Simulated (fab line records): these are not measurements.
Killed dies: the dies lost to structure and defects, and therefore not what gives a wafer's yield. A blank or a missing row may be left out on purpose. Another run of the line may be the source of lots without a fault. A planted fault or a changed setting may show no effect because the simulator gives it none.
Which tool was responsible? :: flow berkeley cmos170 :: 24 lots, 72 wafers sampled, at 6 steps of a route of 331

WHAT EACH GAUGE READ, for each wafer
UCB170_NWELL_THK_MEAS_02. Usual: NWELL_OXIDE_THK typically reads 26.5 nm, with standard deviation 0.64.
lot: L074
measured: day 1 23:49
on: film metro-04
NWELL_OXIDE_THK (nm): 25.5 25.5 25.9
flag: 

lot: L075
measured: day 2 06:37
on: film metro-02
NWELL_OXIDE_THK (nm): 26.9 26.3 26.6
flag: 

lot: L076
measured: day 2 10:44
on: film metro-03
NWELL_OXIDE_THK (nm): 27.5 27.9 27.6
flag: 

lot: L077
measured: day 2 19:32
on: film metro-02
NWELL_OXIDE_THK (nm): 26.5 27.3 27.3
flag: 

lot: L079
measured: day 3 02:24
on: film metro-02
NWELL_OXIDE_THK (nm): 27.5 27.5 27.7
flag: 

lot: L078
measured: day 3 02:25
on: film metro-04
NWELL_OXIDE_THK (nm): 26.6 27.1 26.4
flag: 

lot: L080
measured: day 3 10:55
on: film metro-02
NWELL_OXIDE_THK (nm): 27.0 26.6 26.7
flag: 

lot: L081
measured: day 3 15:27
on: film metro-04
NWELL_OXIDE_THK (nm): 26.6 26.4 26.1
flag: 

lot: L082
measured: day 3 15:28
on: film metro-02
NWELL_OXIDE_THK (nm): 25.7 26.2 26.0
flag: 

lot: L083
measured: day 4 02:44
on: film metro-02
NWELL_OXIDE_THK (nm): 26.4 26.3 26.4
flag: 

lot: L084
measured: day 4 02:46
on: film metro-04
NWELL_OXIDE_THK (nm): 26.4 26.4 26.6
flag: 

lot: L086
measured: day 4 14:29
on: film metro-02
NWELL_OXIDE_THK (nm): 26.5 26.7 26.7
flag: 

lot: L085
measured: day 4 14:29
on: film metro-04
NWELL_OXIDE_THK (nm): 26.4 26.8 26.7
flag: 

lot: L087
measured: day 4 21:19
on: film metro-04
NWELL_OXIDE_THK (nm): 27.4 27.1 27.3
flag: 

lot: L088
measured: day 4 21:20
on: film metro-03
NWELL_OXIDE_THK (nm): 26.5 26.5 26.3
flag: 

lot: L089
measured: day 5 05:37
on: film metro-02
NWELL_OXIDE_THK (nm): 26.3 26.2 26.1
flag: 

lot: L090
measured: day 5 13:50
on: film metro-04
NWELL_OXIDE_THK (nm): 26.5 26.5 26.4
flag: 

lot: L091
measured: day 5 13:50
on: film metro-03
NWELL_OXIDE_THK (nm): 25.9 25.8 26.2
flag: 

lot: L092
measured: day 5 23:41
on: film metro-03
NWELL_OXIDE_THK (nm): 26.9 27.7 27.8
flag: 

lot: L094
measured: day 6 06:57
on: film metro-03
NWELL_OXIDE_THK (nm): 25.7 25.6 25.0
flag: 

lot: L093
measured: day 6 06:58
on: film metro-04
NWELL_OXIDE_THK (nm): 26.7 26.4 26.7
flag: 

lot: L095
measured: day 6 12:57
on: film metro-04
NWELL_OXIDE_THK (nm): 27.0 26.9 27.0
flag: 

lot: L096
measured: day 6 19:53
on: film metro-04
NWELL_OXIDE_THK (nm): 25.9 25.6 26.0
flag: 

lot: L097
measured: day 6 19:55
on: film metro-03
NWELL_OXIDE_THK (nm): 25.9 25.5 25.9
flag: 

UCB170_M1_RS_MEAS_01: a four-point-probe measurement. Usual: M1_AL_RS typically reads 0.0484 ohm/sq, with standard deviation 0.00055.
lot: L074
measured: day 8 04:43
on: film metro-02
M1_AL_RS (ohm/sq): 0.0488 0.0482 0.0485
flag: 

lot: L075
measured: day 8 02:56
on: film metro-01
M1_AL_RS (ohm/sq): 0.0486 0.0489 0.0486
flag: 

lot: L076
measured: day 8 02:46
on: film metro-02
M1_AL_RS (ohm/sq): 0.0476 0.0482 0.0474
flag: 

lot: L077
measured: day 8 15:18
on: film metro-02
M1_AL_RS (ohm/sq): 0.0487 0.0480 0.0480
flag: 

lot: L079
measured: day 9 01:31
on: film metro-01
M1_AL_RS (ohm/sq): 0.0491 0.0482 0.0488
flag: 

lot: L078
measured: day 9 01:39
on: film metro-02
M1_AL_RS (ohm/sq): 0.0488 0.0490 0.0487
flag: 

lot: L080
measured: day 9 20:51
on: film metro-02
M1_AL_RS (ohm/sq): 0.0480 0.0484 0.0481
flag: 

lot: L081
measured: day 9 20:37
on: film metro-01
M1_AL_RS (ohm/sq): 0.0481 0.0491 0.0486
flag: 

lot: L082
measured: day 9 18:50
on: film metro-02
M1_AL_RS (ohm/sq): 0.0487 0.0476 0.0484
flag: 

lot: L083
measured: day 10 23:07
on: film metro-02
M1_AL_RS (ohm/sq): 0.0484 0.0490 0.0490
flag: 

lot: L084
measured: day 11 02:38
on: film metro-01
M1_AL_RS (ohm/sq): 0.0481 0.0484 0.0483
flag: 

lot: L086
measured: day 11 02:05
on: film metro-02
M1_AL_RS (ohm/sq): 0.0496 0.0480 0.0484
flag: 

lot: L085
measured: day 10 23:23
on: film metro-03
M1_AL_RS (ohm/sq): 0.0492 0.0491 0.0499
flag: 

lot: L087
measured: day 11 02:21
on: film metro-01
M1_AL_RS (ohm/sq): 0.0477 0.0487 0.0475
flag: 

lot: L088
measured: day 11 01:50
on: film metro-01
M1_AL_RS (ohm/sq): 0.0478 0.0474 0.0480
flag: 

lot: L089
measured: day 11 15:40
on: film metro-03
M1_AL_RS (ohm/sq): 0.0482 0.0484 0.0486
flag: 

lot: L090
measured: day 11 23:11
on: film metro-02
M1_AL_RS (ohm/sq): 0.0485 0.0490 0.0482
flag: 

lot: L091
measured: day 12 00:52
on: film metro-01
M1_AL_RS (ohm/sq): 0.0485 0.0485 0.0484
flag: 

lot: L092
measured: day 12 11:53
on: film metro-02
M1_AL_RS (ohm/sq): 0.0480 0.0477 0.0476
flag: 

lot: L094
measured: day 12 14:10
on: film metro-01
M1_AL_RS (ohm/sq): 0.0491 0.0489 0.0489
flag: 

lot: L093
measured: day 12 13:58
on: film metro-02
M1_AL_RS (ohm/sq): 0.0490 0.0485 0.0486
flag: 

lot: L095
measured: day 13 01:02
on: film metro-03
M1_AL_RS (ohm/sq): 0.0478 0.0474 0.0475
flag: 

lot: L096
measured: day 13 08:53
on: film metro-01
M1_AL_RS (ohm/sq): 0.0482 0.0481 0.0482
flag: 

lot: L097
measured: day 13 10:01
on: film metro-01
M1_AL_RS (ohm/sq): 0.0474 0.0477 0.0475
flag: 

UCB170_M3_CD_MEAS_90: the cd target is 700 nm. Usual: cd nm at 702.0 nm, with a standard deviation of 2.9.
lot: L074
measured: day 8 22:47
on: cd sem-02
cd nm (nm): 702.0 705.4 705.0
flag: 

lot: L075
measured: day 8 19:21
on: cd sem-02
cd nm (nm): 701.6 700.9 702.3
flag: 

lot: L076
measured: day 8 16:55
on: cd sem-02
cd nm (nm): 699.9 702.2 700.1
flag: 

lot: L077
measured: day 9 06:58
on: cd sem-02
cd nm (nm): 702.7 704.5 703.7
flag: 

lot: L079
measured: day 9 14:13
on: cd sem-01
cd nm (nm): 700.3 701.3 699.7
flag: 

lot: L078
measured: day 9 15:34
on: cd sem-01
cd nm (nm): 699.2 698.7 697.2
flag: 

lot: L080
measured: day 10 14:49
on: cd sem-02
cd nm (nm): 703.4 705.0 701.2
flag: 

lot: L081
measured: day 10 13:36
on: cd sem-01
cd nm (nm): 700.2 703.9 703.4
flag: 

lot: L082
measured: day 10 13:21
on: cd sem-02
cd nm (nm): 705.1 705.8 705.3
flag: 

lot: L083
measured: day 11 15:40
on: cd sem-01
cd nm (nm): 695.3 703.3 696.1
flag: 

lot: L084
measured: day 11 21:24
on: cd sem-02
cd nm (nm): 700.5 703.1 701.2
flag: 

lot: L086
measured: day 11 19:58
on: cd sem-02
cd nm (nm): 708.1 700.0 707.3
flag: 

lot: L085
measured: day 11 18:01
on: cd sem-01
cd nm (nm): 701.1 702.1 703.0
flag: 

lot: L087
measured: day 11 20:11
on: cd sem-01
cd nm (nm): 707.4 707.4 703.5
flag: 

lot: L088
measured: day 11 18:47
on: cd sem-01
cd nm (nm): 702.3 703.4 706.4
flag: 

lot: L089
measured: day 12 07:16
on: cd sem-01
cd nm (nm): 700.1 705.7 701.3
flag: 

lot: L090
measured: day 12 13:38
on: cd sem-02
cd nm (nm): 695.9 704.9 696.7
flag: 

lot: L091
measured: day 12 14:23
on: cd sem-01
cd nm (nm): 702.3 704.4 702.4
flag: 

lot: L092
measured: day 13 04:52
on: cd sem-01
cd nm (nm): 699.0 704.3 704.4
flag: 

lot: L094
measured: day 13 12:41
on: cd sem-01
cd nm (nm): 702.3 700.4 703.8
flag: 

lot: L093
measured: day 13 05:22
on: cd sem-01
cd nm (nm): 705.2 701.6 703.2
flag: 

lot: L095
measured: day 13 17:36
on: cd sem-02
cd nm (nm): 701.5 699.0 702.3
flag: 

lot: L096
measured: day 14 04:46
on: cd sem-02
cd nm (nm): 705.6 694.7 702.6
flag: 

lot: L097
measured: day 14 05:21
on: cd sem-02
cd nm (nm): 700.1 702.9 702.4
flag: 

UCB170_M3_BOW_MEAS_20. Usual: M3_BOW typically reads 34 um, with standard deviation 7.2.
lot: L074
measured: day 8 22:55
on: film metro-03
M3_BOW (um): 38 39 38
flag: 

lot: L075
measured: day 8 19:28
on: film metro-01
M3_BOW (um): 31 28 27
flag: 

lot: L076
measured: day 8 17:02
on: film metro-03
M3_BOW (um): 20 32 21
flag: 

lot: L077
measured: day 9 07:05
on: film metro-02
M3_BOW (um): 27 27 33
flag: 

lot: L079
measured: day 9 14:20
on: film metro-01
M3_BOW (um): 30 33 39
flag: 

lot: L078
measured: day 9 15:41
on: film metro-03
M3_BOW (um): 43 31 43
flag: 

lot: L080
measured: day 10 14:56
on: film metro-01
M3_BOW (um): 39 22 30
flag: 

lot: L081
measured: day 10 13:43
on: film metro-03
M3_BOW (um): 30 28 34
flag: 

lot: L082
measured: day 10 13:28
on: film metro-02
M3_BOW (um): 47 48 40
flag: 

lot: L083
measured: day 11 15:47
on: film metro-02
M3_BOW (um): 30 32 39
flag: 

lot: L084
measured: day 11 21:31
on: film metro-02
M3_BOW (um): 24 19 32
flag: 

lot: L086
measured: day 11 20:05
on: film metro-03
M3_BOW (um): 38 33 41
flag: 

lot: L085
measured: day 11 18:08
on: film metro-03
M3_BOW (um): 43 32 29
flag: 

lot: L087
measured: day 11 20:19
on: film metro-01
M3_BOW (um): 41 26 39
flag: 

lot: L088
measured: day 11 18:55
on: film metro-03
M3_BOW (um): 31 38 41
flag: 

lot: L089
measured: day 12 07:23
on: film metro-02
M3_BOW (um): 23 29 29
flag: 

lot: L090
measured: day 12 13:46
on: film metro-01
M3_BOW (um): 39 25 33
flag: 

lot: L091
measured: day 12 14:31
on: film metro-02
M3_BOW (um): 35 37 31
flag: 

lot: L092
measured: day 13 04:59
on: film metro-03
M3_BOW (um): 39 27 29
flag: 

lot: L094
measured: day 13 12:48
on: film metro-02
M3_BOW (um): 45 50 41
flag: 

lot: L093
measured: day 13 05:29
on: film metro-03
M3_BOW (um): 36 30 38
flag: 

lot: L095
measured: day 13 17:43
on: film metro-01
M3_BOW (um): 35 38 37
flag: 

lot: L096
measured: day 14 04:53
on: film metro-03
M3_BOW (um): 36 24 32
flag: 

lot: L097
measured: day 14 05:28
on: film metro-01
M3_BOW (um): 19 41 30
flag: 

TOOL THAT RAN EACH LOT (tool first, then ch and the chambers of the sampled wafers, then the start)
lot: L074
UCB170_NWELL_STRIP_15: plasma asher-04 ch 0,1, day 2 10:49
UCB170_PWELL_ETCH_14: rie diel-02 ch 1,2,3, day 3 08:02

lot: L075
UCB170_NWELL_STRIP_15: plasma asher-04 ch 0,1, day 2 13:31
UCB170_PWELL_ETCH_14: rie diel-04 ch 1,2,3, day 3 13:41

lot: L076
UCB170_NWELL_STRIP_15: plasma asher-04 ch 0,1, day 2 20:12
UCB170_PWELL_ETCH_14: rie diel-02 ch 1,2,3, day 3 13:38

lot: L077
UCB170_NWELL_STRIP_15: plasma asher-04 ch 0,1, day 3 03:13
UCB170_PWELL_ETCH_14: rie diel-04 ch 0,1,2, day 4 00:22

lot: L079
UCB170_NWELL_STRIP_15: plasma asher-02 ch 0, day 3 12:26
UCB170_PWELL_ETCH_14: rie diel-04 ch 1,2, day 4 12:05

lot: L078
UCB170_NWELL_STRIP_15: plasma asher-01 ch 0,1, day 3 12:20
UCB170_PWELL_ETCH_14: rie diel-02 ch 0,1,2, day 4 11:56

lot: L080
UCB170_NWELL_STRIP_15: plasma asher-01 ch 0,1, day 3 20:34
UCB170_PWELL_ETCH_14: rie diel-04 ch 0,1,3, day 4 20:05

lot: L081
UCB170_NWELL_STRIP_15: plasma asher-04 ch 0, day 4 00:56
UCB170_PWELL_ETCH_14: rie diel-03 ch 1,2,3, day 4 20:32

lot: L082
UCB170_NWELL_STRIP_15: plasma asher-02 ch 0,1, day 4 01:13
UCB170_PWELL_ETCH_14: rie diel-02 ch 1,3, day 4 20:22

lot: L083
UCB170_NWELL_STRIP_15: plasma asher-01 ch 0,1, day 4 14:22
UCB170_PWELL_ETCH_14: rie diel-02 ch 0,2, day 5 16:26

lot: L084
UCB170_NWELL_STRIP_15: plasma asher-02 ch 0,1, day 4 14:07
UCB170_PWELL_ETCH_14: rie diel-04 ch 0,3, day 5 16:40

lot: L086
UCB170_NWELL_STRIP_15: plasma asher-01 ch 0,1, day 4 22:19
UCB170_PWELL_ETCH_14: rie diel-04 ch 1,2,3, day 5 20:41

lot: L085
UCB170_NWELL_STRIP_15: plasma asher-02 ch 0,1, day 4 21:56
UCB170_PWELL_ETCH_14: rie diel-03 ch 0,2,3, day 5 21:01

lot: L087
UCB170_NWELL_STRIP_15: plasma asher-01 ch 0,1, day 5 05:17
UCB170_PWELL_ETCH_14: rie diel-04 ch 2,3, day 5 21:25

lot: L088
UCB170_NWELL_STRIP_15: plasma asher-04 ch 0,1, day 5 05:25
UCB170_PWELL_ETCH_14: rie diel-02 ch 1,2, day 5 21:41

lot: L089
UCB170_NWELL_STRIP_15: plasma asher-02 ch 0, day 5 15:43
UCB170_PWELL_ETCH_14: rie diel-04 ch 1,2,3, day 6 08:50

lot: L090
UCB170_NWELL_STRIP_15: plasma asher-02 ch 0,1, day 5 21:19
UCB170_PWELL_ETCH_14: rie diel-03 ch 0,1,3, day 6 17:12

lot: L091
UCB170_NWELL_STRIP_15: plasma asher-04 ch 0,1, day 5 22:00
UCB170_PWELL_ETCH_14: rie diel-04 ch 0,1,2, day 6 17:26

lot: L092
UCB170_NWELL_STRIP_15: plasma asher-04 ch 0,1, day 6 08:14
UCB170_PWELL_ETCH_14: rie diel-02 ch 1,2, day 7 02:50

lot: L094
UCB170_NWELL_STRIP_15: plasma asher-04 ch 0,1, day 6 16:17
UCB170_PWELL_ETCH_14: rie diel-04 ch 0,2, day 7 10:44

lot: L093
UCB170_NWELL_STRIP_15: plasma asher-01 ch 0, day 6 16:34
UCB170_PWELL_ETCH_14: rie diel-03 ch 0,1, day 7 10:34

lot: L095
UCB170_NWELL_STRIP_15: plasma asher-02 ch 0,1, day 6 23:09
UCB170_PWELL_ETCH_14: rie diel-04 ch 0,2,3, day 7 20:14

lot: L096
UCB170_NWELL_STRIP_15: plasma asher-01 ch 0,1, day 7 04:52
UCB170_PWELL_ETCH_14: rie diel-04 ch 0,2,3, day 8 03:07

lot: L097
UCB170_NWELL_STRIP_15: plasma asher-04 ch 0,1, day 7 04:52
UCB170_PWELL_ETCH_14: rie diel-03 ch 0,1,2, day 8 02:47
- UCB170_NWELL_STRIP_15: strips in O2.
- UCB170_PWELL_ETCH_14: etches Si3N4 in CH3F/Ar/O2, stops on SiO2, target depth 242 nm, time 151 s.

WHAT THE TOOLS THEMSELVES READ (means of the sampled wafers that have a number; where no wafer has one, the mark that the record gives instead)
UCB170_NWELL_STRIP_15. Usual: drypump motor current A 5.8 A, standard deviation 0.42; oes product au 0.721 a.u., standard deviation 0.004; strip time to endpoint s 18.03 s, standard deviation 0.09.
lot: L074
tool: plasma asher-04
drypump motor current A (A): 5.9
oes product au (a.u.): 0.722
strip time to endpoint s (s): 18.01
flag: 

lot: L075
tool: plasma asher-04
drypump motor current A (A): 6.0
oes product au (a.u.): 0.719
strip time to endpoint s (s): 18.10
flag: 

lot: L076
tool: plasma asher-04
drypump motor current A (A): 5.9
oes product au (a.u.): 0.721
strip time to endpoint s (s): 18.14
flag: 

lot: L077
tool: plasma asher-04
drypump motor current A (A): 5.9
oes product au (a.u.): 0.721
strip time to endpoint s (s): 18.07
flag: 

lot: L079
tool: plasma asher-02
drypump motor current A (A): 5.9
oes product au (a.u.): 0.721
strip time to endpoint s (s): 18.07
flag: 

lot: L078
tool: plasma asher-01
drypump motor current A (A): 5.9
oes product au (a.u.): 0.724
strip time to endpoint s (s): 18.10
flag: 

lot: L080
tool: plasma asher-01
drypump motor current A (A): 5.9
oes product au (a.u.): 0.720
strip time to endpoint s (s): 18.01
flag: 

lot: L081
tool: plasma asher-04
drypump motor current A (A): 5.7
oes product au (a.u.): 0.716
strip time to endpoint s (s): 18.07
flag: 

lot: L082
tool: plasma asher-02
drypump motor current A (A): 5.6
oes product au (a.u.): 0.722
strip time to endpoint s (s): 17.94
flag: 

lot: L083
tool: plasma asher-01
drypump motor current A (A): 5.9
oes product au (a.u.): 0.725
strip time to endpoint s (s): 18.00
flag: 

lot: L084
tool: plasma asher-02
drypump motor current A (A): 5.6
oes product au (a.u.): 0.719
strip time to endpoint s (s): 17.91
flag: 

lot: L086
tool: plasma asher-01
drypump motor current A (A): 5.9
oes product au (a.u.): 0.723
strip time to endpoint s (s): 17.99
flag: 

lot: L085
tool: plasma asher-02
drypump motor current A (A): 5.5
oes product au (a.u.): 0.723
strip time to endpoint s (s): 18.02
flag: 

lot: L087
tool: plasma asher-01
drypump motor current A (A): 6.0
oes product au (a.u.): 0.721
strip time to endpoint s (s): 18.07
flag: 

lot: L088
tool: plasma asher-04
drypump motor current A (A): 5.9
oes product au (a.u.): 0.719
strip time to endpoint s (s): 17.91
flag: 

lot: L089
tool: plasma asher-02
drypump motor current A (A): 5.9
oes product au (a.u.): 0.723
strip time to endpoint s (s): 18.00
flag: 

lot: L090
tool: plasma asher-02
drypump motor current A (A): 5.2
oes product au (a.u.): 0.721
strip time to endpoint s (s): 18.04
flag: 

lot: L091
tool: plasma asher-04
drypump motor current A (A): 5.9
oes product au (a.u.): 0.724
strip time to endpoint s (s): 18.06
flag: 

lot: L092
tool: plasma asher-04
drypump motor current A (A): 5.9
oes product au (a.u.): 0.721
strip time to endpoint s (s): 18.03
flag: 

lot: L094
tool: plasma asher-04
drypump motor current A (A): 5.9
oes product au (a.u.): 0.722
strip time to endpoint s (s): 18.01
flag: 

lot: L093
tool: plasma asher-01
drypump motor current A (A): 6.0
oes product au (a.u.): 0.720
strip time to endpoint s (s): 18.14
flag: 

lot: L095
tool: plasma asher-02
drypump motor current A (A): 5.5
oes product au (a.u.): 0.721
strip time to endpoint s (s): 18.19
flag: 

lot: L096
tool: plasma asher-01
drypump motor current A (A): 5.9
oes product au (a.u.): 0.719
strip time to endpoint s (s): 18.10
flag: 

lot: L097
tool: plasma asher-04
drypump motor current A (A): 6.0
oes product au (a.u.): 0.722
strip time to endpoint s (s): 18.01
flag: 

UCB170_PWELL_ETCH_14. Usual: drypump motor current A 5.6 A, standard deviation 0.35; oes product au 0.944 a.u., standard deviation 0.02; throttle valve pct 8.09 %, standard deviation 0.17.
lot: L074
tool: rie diel-02
drypump motor current A (A): 5.5
oes product au (a.u.): 0.946
throttle valve pct (%): 8.05
flag: 

lot: L075
tool: rie diel-04
drypump motor current A (A): 5.7
oes product au (a.u.): 0.948
throttle valve pct (%): 8.10
flag: 

lot: L076
tool: rie diel-02
drypump motor current A (A): 5.5
oes product au (a.u.): 0.938
throttle valve pct (%): 8.05
flag: 

lot: L077
tool: rie diel-04
drypump motor current A (A): 5.7
oes product au (a.u.): 0.934
throttle valve pct (%): 8.08
flag: 

lot: L079
tool: rie diel-04
drypump motor current A (A): 5.6
oes product au (a.u.): 0.944
throttle valve pct (%): 8.05
flag: 

lot: L078
tool: rie diel-02
drypump motor current A (A): 5.7
oes product au (a.u.): 0.949
throttle valve pct (%): 8.04
flag: 

lot: L080
tool: rie diel-04
drypump motor current A (A): 5.7
oes product au (a.u.): 0.932
throttle valve pct (%): 8.23
flag: 

lot: L081
tool: rie diel-03
drypump motor current A (A): 5.6
oes product au (a.u.): 0.957
throttle valve pct (%): 7.91
flag: 

lot: L082
tool: rie diel-02
drypump motor current A (A): 5.6
oes product au (a.u.): 0.955
throttle valve pct (%): 8.13
flag: 

lot: L083
tool: rie diel-02
drypump motor current A (A): 5.4
oes product au (a.u.): 0.939
throttle valve pct (%): 8.02
flag: 

lot: L084
tool: rie diel-04
drypump motor current A (A): 5.8
oes product au (a.u.): 0.943
throttle valve pct (%): 8.29
flag: 

lot: L086
tool: rie diel-04
drypump motor current A (A): 5.7
oes product au (a.u.): 0.969
throttle valve pct (%): 8.11
flag: 

lot: L085
tool: rie diel-03
drypump motor current A (A): 5.4
oes product au (a.u.): 0.938
throttle valve pct (%): 7.97
flag: 

lot: L087
tool: rie diel-04
drypump motor current A (A): 5.8
oes product au (a.u.): 0.968
throttle valve pct (%): 8.16
flag: 

lot: L088
tool: rie diel-02
drypump motor current A (A): 6.0
oes product au (a.u.): 0.951
throttle valve pct (%): 8.04
flag: 

lot: L089
tool: rie diel-04
drypump motor current A (A): 5.7
oes product au (a.u.): 0.961
throttle valve pct (%): 8.11
flag: 

lot: L090
tool: rie diel-03
drypump motor current A (A): 5.4
oes product au (a.u.): 0.940
throttle valve pct (%): 8.03
flag: 

lot: L091
tool: rie diel-04
drypump motor current A (A): 5.7
oes product au (a.u.): 0.937
throttle valve pct (%): 8.12
flag: 

lot: L092
tool: rie diel-02
drypump motor current A (A): 5.9
oes product au (a.u.): 0.932
throttle valve pct (%): 7.93
flag: 

lot: L094
tool: rie diel-04
drypump motor current A (A): 5.8
oes product au (a.u.): 0.928
throttle valve pct (%): 8.14
flag: 

lot: L093
tool: rie diel-03
drypump motor current A (A): 5.4
oes product au (a.u.): 0.938
throttle valve pct (%): 8.09
flag: 

lot: L095
tool: rie diel-04
drypump motor current A (A): 5.8
oes product au (a.u.): 0.935
throttle valve pct (%): 8.15
flag: 

lot: L096
tool: rie diel-04
drypump motor current A (A): 5.8
oes product au (a.u.): 0.947
throttle valve pct (%): 8.15
flag: 

lot: L097
tool: rie diel-03
drypump motor current A (A): 5.4
oes product au (a.u.): 0.942
throttle valve pct (%): 8.04
flag: 

THE ANSWER, worked out from the rows above alone
Rule: lot off if the mean of its wafers having a number is beyond 3 standard deviations from the usual mean. Also off: a lot with no number at a reading for which 4 or more lots have one. All remaining lots with rows at the step are treated as sound. The gauges are gone through in route order, then the tools' own readings, and for those a lot's mean is taken as printed above. The first step at which some lot is off is used, and at that step the reading that is off furthest; a lot without a number counts as furthest.
No lot is off at any reading shown: from this, nothing can be told.

WHAT WAS PUT IN BY THE SIMULATOR
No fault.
